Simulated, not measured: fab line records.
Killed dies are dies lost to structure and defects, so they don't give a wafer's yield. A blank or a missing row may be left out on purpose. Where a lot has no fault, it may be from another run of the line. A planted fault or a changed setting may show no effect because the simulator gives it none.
fab line records	flow berkeleyCmos170
[record] lots = 6	wafers = 18	lastDay = 11
route steps=331 shown M1@238
lots that met no fault: taken from a fault-free run of the same line
startH: hours from the record's first day to the start of the lot's first wafer shown	waitH: how many hours have passed since the lot's step before this one	" unchanged from the row above	L1.1+2: several wafers, shown together as one row	- no value, or no start given	* or withheld: withheld	< > ~ a bound
route shown NAME@n: NAME is a module with steps in the file, n the number in the route of the first one	usual: the fault-free wafers' mean and standard deviation	same: alike in all rows	chamber/n: place in a boat	sites: per-site readings	_std_site: the values' standard deviation	_edge_site: outer sites' mean less inner sites'	radiusMm: for every site, how far away it sits from the centre of the wafer	mask NAME#n: copy n	behind: the tool/chamber that last shaped the wafer	hold: why the lot was held/for how many hours/how that ended	device: which transistor (n, p or np) failed to switch	end of line: tests run on the same wafers once the route is complete	step lacking rows: just its recipe	killed: the dies lost at the first sort to structure and to defects; this is not the yield of the wafer	map: the dies of a wafer, with x for killed, . for not killed, _ for no die there
set.NAME: the setting the step ran with; set.NAME@STEP: the setting that earlier step ran with	model.NAME: the simulator's own value behind a step, which no gauge read
a table for each step, a row for each wafer; lots at some steps of the route
services: when a tool's chamber went out of use (startH, in hours from the record's first day, below 0 if earlier), for how many hours, and the reason
[[steps]]
[step UCB170_M1_SPUTTER_00]
[recipe] material = Al	targetThkNm = 600	timeS = 80	powerW = 6000	chamberPressurePa = 0.4827
[usual] throttleValvePct = 30.0/0.96
lot.wafer	tool	chamber	startH	waitH	throttleValvePct
L111.1	pvdSputter-04	-	162.01	0.0	27.8
L111.3	"	-	"	"	29.1
L111.5	"	-	"	"	29.0
L114.1	pvdSputter-02	-	179.61	0.0	30.8
L114.2	"	-	"	"	31.3
L114.3	"	-	"	"	30.0
L122.1	pvdSputter-04	-	208.40	0.0	31.1
L122.2	"	-	"	"	30.6
L122.3	"	-	"	"	27.9
L120.1	pvdSputter-02	-	209.18	0.0	29.8
L120.2	"	-	"	"	30.1
L120.6	"	-	"	"	30.1
L129.1	pvdSputter-01	-	249.85	0.0	30.1
L129.2	"	-	"	"	29.9
L129.5	"	-	"	"	29.7
L131.1	pvdSputter-01	-	252.61	0.0	30.1
L131.3	"	-	"	"	30.8
L131.6	"	-	"	"	29.5
[step UCB170_M1_RS_MEAS_01]
[recipe] thkMeasGauge = four-point-probe	reads = Al_of_M1_SPUTTER_00
[usual] M1_AL_RS = 0.0481/0.00045
lot.wafer	tool	chamber	startH	waitH	M1_AL_RS[ohm/sq]
L111.1	filmMetro-01	-	162.07	0.0	0.0476
L111.3	"	-	"	"	0.0475
L111.5	"	-	"	"	0.0476
L114.1	filmMetro-01	-	179.67	0.0	0.0485
L114.2	"	-	"	"	0.0486
L114.3	"	-	"	"	0.0481
L122.1	filmMetro-01	-	208.46	0.0	0.0484
L122.2	"	-	"	"	0.0489
L122.3	"	-	"	"	0.0482
L120.1	filmMetro-02	-	209.24	0.0	0.0480
L120.2	"	-	"	"	0.0479
L120.6	"	-	"	"	0.0483
L129.1	filmMetro-02	-	249.91	0.0	0.0482
L129.2	"	-	"	"	0.0480
L129.5	"	-	"	"	0.0481
L131.1	filmMetro-01	-	252.67	0.0	0.0480
L131.3	"	-	"	"	0.0484
L131.6	"	-	"	"	0.0484
[step UCB170_M1_THK_MEAS_02]
[recipe] thkMeasGauge = xrf	reads = Al_of_M1_SPUTTER_00
[usual] M1_AL_THK = 612/6.9
lot.wafer	tool	chamber	startH	waitH	M1_AL_THK[nm]
L111.1	filmMetro-01	-	162.19	0.1	618
L111.3	"	-	"	"	621
L111.5	"	-	"	"	618
L114.1	filmMetro-01	-	179.79	0.1	610
L114.2	"	-	"	"	613
L114.3	"	-	"	"	615
L122.1	filmMetro-01	-	208.58	0.1	608
L122.2	"	-	"	"	601
L122.3	"	-	"	"	610
L120.1	filmMetro-02	-	209.36	0.1	616
L120.2	"	-	"	"	615
L120.6	"	-	"	"	609
L129.1	filmMetro-02	-	250.03	0.1	614
L129.2	"	-	"	"	616
L129.5	"	-	"	"	614
L131.1	filmMetro-01	-	252.79	0.1	612
L131.3	"	-	"	"	609
L131.6	"	-	"	"	611
[step UCB170_M1_COAT_03]
[recipe] resist = BARC	tempC = withheld	timeS = withheld	spinRpm = 3000	resistThkNm = withheld
[step UCB170_M1_COAT_04]
[recipe] resist = KrF	spinRpm = 1500	resistThkNm = 900
[step UCB170_M1_SOFTBAKE_05]
[recipe] resist = KrF	tempC = 130	timeS = 60
[step UCB170_M1_EXPOSE_06]
[recipe] maskId = METAL1	targetCdNm = 700	na = 0.5	sigmaOuter = 0.6	sourceShape = conventional	doseMj = 21
[step UCB170_M1_PEB_07]
[recipe] pebTempC = 130.7	pebTimeS = withheld	resist = KrF
[step UCB170_M1_DEVELOP_08]
[recipe] developer = TMAH	developTimeS = 45	resist = KrF	devTempC = 21
[step UCB170_M1_CD_MEAS_09]
[recipe] targetCdNm = 700
[usual] cdNm = 700.0/1.5
lot.wafer	tool	chamber	startH	waitH	cdNm
L111.1	cdSem-02	-	164.11	-	701.9
L111.3	"	-	"	"	702.3
L111.5	"	-	"	"	702.2
L114.1	cdSem-01	-	181.32	-	700.6
L114.2	"	-	"	"	702.2
L114.3	"	-	"	"	702.3
L122.1	cdSem-01	-	210.05	-	699.6
L122.2	"	-	"	"	700.9
L122.3	"	-	"	"	701.5
L120.1	cdSem-01	-	210.66	-	697.1
L120.2	"	-	"	"	696.5
L120.6	"	-	"	"	697.2
L129.1	cdSem-02	-	252.04	-	699.9
L129.2	"	-	"	"	699.2
L129.5	"	-	"	"	698.8
L131.1	cdSem-01	-	253.85	-	700.4
L131.3	"	-	"	"	700.7
L131.6	"	-	"	"	700.3
[step UCB170_M1_OVL_MEAS_10]
[usual] M1_OVL = 2/6.1
lot.wafer	tool	chamber	startH	waitH	M1_OVL[nm]
L111.1	overlay-01	-	164.23	0.1	-3
L111.3	"	-	"	"	0
L111.5	"	-	"	"	-7
L114.1	overlay-02	-	181.44	0.1	-3
L114.2	"	-	"	"	4
L114.3	"	-	"	"	-3
L122.1	overlay-02	-	210.17	0.1	-3
L122.2	"	-	"	"	-15
L122.3	"	-	"	"	-2
L120.1	overlay-01	-	210.78	0.1	-4
L120.2	"	-	"	"	4
L120.6	"	-	"	"	-2
L129.1	overlay-01	-	252.16	0.1	1
L129.2	"	-	"	"	8
L129.5	"	-	"	"	0
L131.1	overlay-02	-	253.97	0.1	-2
L131.3	"	-	"	"	-5
L131.6	"	-	"	"	2
[step UCB170_M1_ETCH_11]
[recipe] chemistry = N2/H2	targetDepthA = withheld	overetchA = withheld	target = BARC	timeS = withheld	sourceW = 500	biasW = 100	pressureMtorr = 30	n2FlowSccm = 100	h2FlowSccm = 200
[usual] drypumpMotorCurrentA = 6.0/0.44	oesProductAu = 1.006/0.018	rfFwdPowerW = 495.3/1.9	throttleValvePct = 13.35/0.14
lot.wafer	tool	chamber	startH	waitH	drypumpMotorCurrentA	oesProductAu	rfFwdPowerW	throttleValvePct
L111.1	rieDiel-04	2	164.26	0.0	6.5	0.997	497.5	13.44
L111.3	"	3	"	"	5.4	1.027	494.1	13.31
L111.5	"	3	"	"	5.4	1.024	493.2	13.31
L114.1	rieDiel-02	3	181.47	0.0	6.5	1.008	493.6	13.30
L114.2	"	1	"	"	6.5	1.032	495.6	13.28
L114.3	"	2	"	"	6.1	1.031	493.0	13.62
L122.1	rieDiel-01	3	210.21	0.0	6.5	1.026	497.0	13.40
L122.2	"	1	"	"	5.3	0.966	494.9	13.24
L122.3	"	0	"	"	6.0	1.000	496.3	13.18
L120.1	rieDiel-02	3	210.81	0.0	6.5	1.011	493.3	13.31
L120.2	"	1	"	"	6.5	1.008	496.1	13.29
L120.6	"	1	"	"	6.5	1.016	496.9	13.28
L129.1	rieDiel-01	3	252.20	0.0	6.5	1.016	494.7	13.40
L129.2	"	0	"	"	6.0	1.006	498.1	13.15
L129.5	"	0	"	"	6.0	1.008	496.0	13.16
L131.1	rieDiel-02	2	254.01	0.0	6.1	1.007	494.2	13.62
L131.3	"	1	"	"	6.4	1.016	495.7	13.28
L131.6	"	0	"	"	5.8	0.990	495.2	13.50
[step UCB170_M1_METAL_ETCH_12]
[recipe] chemistry = Cl2/BCl3	target = Al	stopOn = PSG	pressureMtorr = 12	targetDepthA = 7800	overEtchFrac = 0.3	timeS = 130	icpW = 600	biasW = 120	Cl2_flow_sccm = 90	bcl3FlowSccm = 45
[usual] drypumpMotorCurrentA = 5.30/0.24	oesProductAu = 0.863/0.015	rfFwdPowerW = 597.2/1.9	throttleValvePct = 24.38/0.14
lot.wafer	tool	chamber	startH	waitH	drypumpMotorCurrentA	oesProductAu	rfFwdPowerW	rfHoursCounterH	throttleValvePct	model.KrF_of_M1_COAT_04.thkNm	model.M1.featureDepthNm	model.etch.depthNm
L111.1	rieMetal-02	1	164.31	-	5.49	0.869	598.7	4	24.45	428	650	611.9
L111.3	"	0	"	"	5.10	0.885	599.1	-	24.30	433.3	652.3	614.6
L111.5	"	1	"	"	5.43	0.870	597.9	-	24.42	430.2	648.8	610.9
L114.1	rieMetal-02	1	181.51	-	5.46	0.863	594.4	4	24.45	421.7	639.7	601.6
L114.2	"	0	"	"	5.11	0.870	596.2	9	24.29	434.8	636.6	599.4
L114.3	"	0	"	"	5.10	0.874	598.6	-	24.27	432.6	642.9	605.3
L122.1	rieMetal-02	1	210.25	-	5.46	0.866	595.7	5	24.46	426.2	641.2	602.8
L122.2	"	0	"	"	5.09	0.863	601.5	10	24.30	432.4	633.4	595.5
L122.3	"	1	"	"	5.45	0.873	596.5	-	24.44	429.9	643	605
L120.1	rieMetal-01	0	210.86	-	5.08	0.868	598.3	9	24.23	446.5	645.2	608.4
L120.2	"	1	"	"	5.31	0.851	597.8	3	24.59	442.6	645.2	608.4
L120.6	"	1	"	"	5.31	0.847	599.5	-	24.58	447.5	639.2	602.8
L129.1	rieMetal-02	1	252.24	-	5.46	0.779	360.3	6	24.47	594.3	508.9	508.9
L129.2	"	0	"	"	5.11	0.800	358.5	11	24.33	595.8	504.5	504.5
L129.5	"	1	"	"	5.49	0.784	359.7	-	24.48	590.3	510.7	510.7
L131.1	rieMetal-02	0	254.05	-	5.09	0.786	356.5	11	24.35	603.9	502.6	502.6
L131.3	"	1	"	"	5.47	0.795	361.3	-	24.48	596.8	511.5	511.5
L131.6	"	0	"	"	5.08	0.795	356.8	-	24.34	597.4	505.6	505.6
[step UCB170_M1_STRIP_13]
[recipe] chemistry = O2	powerW = 400	pressureMtorr = 3500	platenTempC = withheld	o2FlowSccm = 400	overashFraction = 0.5
[usual] drypumpMotorCurrentA = 5.7/0.48	oesProductAu = 0.720/0.0048
lot.wafer	tool	chamber	startH	waitH	drypumpMotorCurrentA	oesProductAu	rfHoursCounterH
L111.1	plasmaAsher-01	1	164.44	0.1	6.1	0.717	46
L111.3	"	1	"	"	6.1	0.718	-
L111.5	"	0	"	"	5.7	0.718	-
L114.1	plasmaAsher-01	1	181.65	0.1	6.1	0.723	48
L114.2	"	0	"	"	5.7	0.728	48
L114.3	"	0	"	"	5.7	0.722	-
L122.1	plasmaAsher-04	1	210.38	0.1	5.2	0.724	52
L122.2	"	0	"	"	4.6	0.724	52
L122.3	"	1	"	"	5.3	0.719	-
L120.1	plasmaAsher-04	0	210.99	0.1	4.6	0.719	52
L120.2	"	1	"	"	5.2	0.712	52
L120.6	"	0	"	"	4.6	0.714	-
L129.1	plasmaAsher-01	0	252.38	0.1	5.7	0.731	54
L129.2	"	1	"	"	6.2	0.718	54
L129.5	"	0	"	"	5.7	0.725	-
L131.1	plasmaAsher-03	0	254.18	0.1	6.1	0.724	49
L131.3	"	0	"	"	6.1	0.729	-
L131.6	"	1	"	"	5.6	0.731	-
[step UCB170_M1_CD_MEAS_90]
[recipe] targetCdNm = 700
[usual] cdNm = 700.0/1.7
lot.wafer	tool	chamber	startH	waitH	cdNm
L111.1	cdSem-01	-	164.54	0.1	702.7
L111.3	"	-	"	"	702.6
L111.5	"	-	"	"	702.3
L114.1	cdSem-01	-	181.75	0.1	701.1
L114.2	"	-	"	"	703.8
L114.3	"	-	"	"	701.3
L122.1	cdSem-01	-	210.54	0.1	701.3
L122.2	"	-	"	"	701.4
L122.3	"	-	"	"	702.2
L120.1	cdSem-01	-	211.20	0.2	699.1
L120.2	"	-	"	"	697.6
L120.6	"	-	"	"	700.8
L129.1	cdSem-01	-	252.48	0.1	714.2
L129.2	"	-	"	"	711.3
L129.5	"	-	"	"	711.7
L131.1	cdSem-02	-	254.28	0.1	712.9
L131.3	"	-	"	"	712.9
L131.6	"	-	"	"	712.1
[step UCB170_M1_ANNEAL_14]
[recipe] tempC = 400	timeS = 1200	ambient = formingGas
[[services]]
tool	chamber	startH	hours	kind
plasmaAsher-01	-	148.51	0.3	repair
rieDiel-01	2	155.15	9.8	repair
rieDiel-01	3	172.85	21.7	repair
plasmaAsher-04	-	174.07	3.2	repair
pvdSputter-01	-	180.75	0.5	repair
rieMetal-02	1	200.70	4.1	repair
pvdSputter-02	-	202.37	6.6	repair
plasmaAsher-01	-	203.56	14.3	repair
pvdSputter-02	3	209.01	-	consumableReplace:kit
pvdSputter-02	3	209.01	18.0	scheduledDown
pvdSputter-02	3	209.01	18.0	ventCycle
rieMetal-02	-	227.57	2.8	pm
rieDiel-04	1	236.38	4.0	repair
[[key]]
[firstSign] step = UCB170_M1_METAL_ETCH_12	reading = rfFwdPowerW	direction = down	sigmas = 99+	usual = 597.2	struck = 358.8
[effect] step = UCB170_M1_METAL_ETCH_12	reading = oesProductAu	direction = down	sigmas = 4.9	usual = 0.863	struck = 0.790
[effect] step = UCB170_M1_CD_MEAS_90	reading = cdNm	direction = up	sigmas = 7.4	usual = 700.0	struck = 712.5
[modelEffect] step = UCB170_M1_METAL_ETCH_12	value = KrF_of_M1_COAT_04.thkNm	without = 429.9	struck = 596.4
metAt UCB170_M1_METAL_ETCH_12
struckWafers L129.1,L129.2,L129.5,L131.1,L131.3,L131.6
laterRowsLeftOut L129.1,L129.2,L129.5,L131.1,L131.3,L131.6
sortLeftOut L129.1,L129.2,L129.5,L131.1,L131.3,L131.6
onsetBetween 210.25 252.24
[fault] kind = processParameterDrift	tool = rieMetal-02	chamber = -	onsetH = 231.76	steps = UCB170_M1_METAL_ETCH_12	channel = icpW	offset = -240	shape = step	endH = 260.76	actsIn = theseRecipesOnly	stated = 600
// sortLeftOut: the simulated sort isn't trusted on such a fault, so these wafers' sort isn't shown, and their yield isn't known
// laterRowsLeftOut: the simulator's readings of these wafers behind a module that went badly wrong aren't trusted and aren't shown, but for the sort
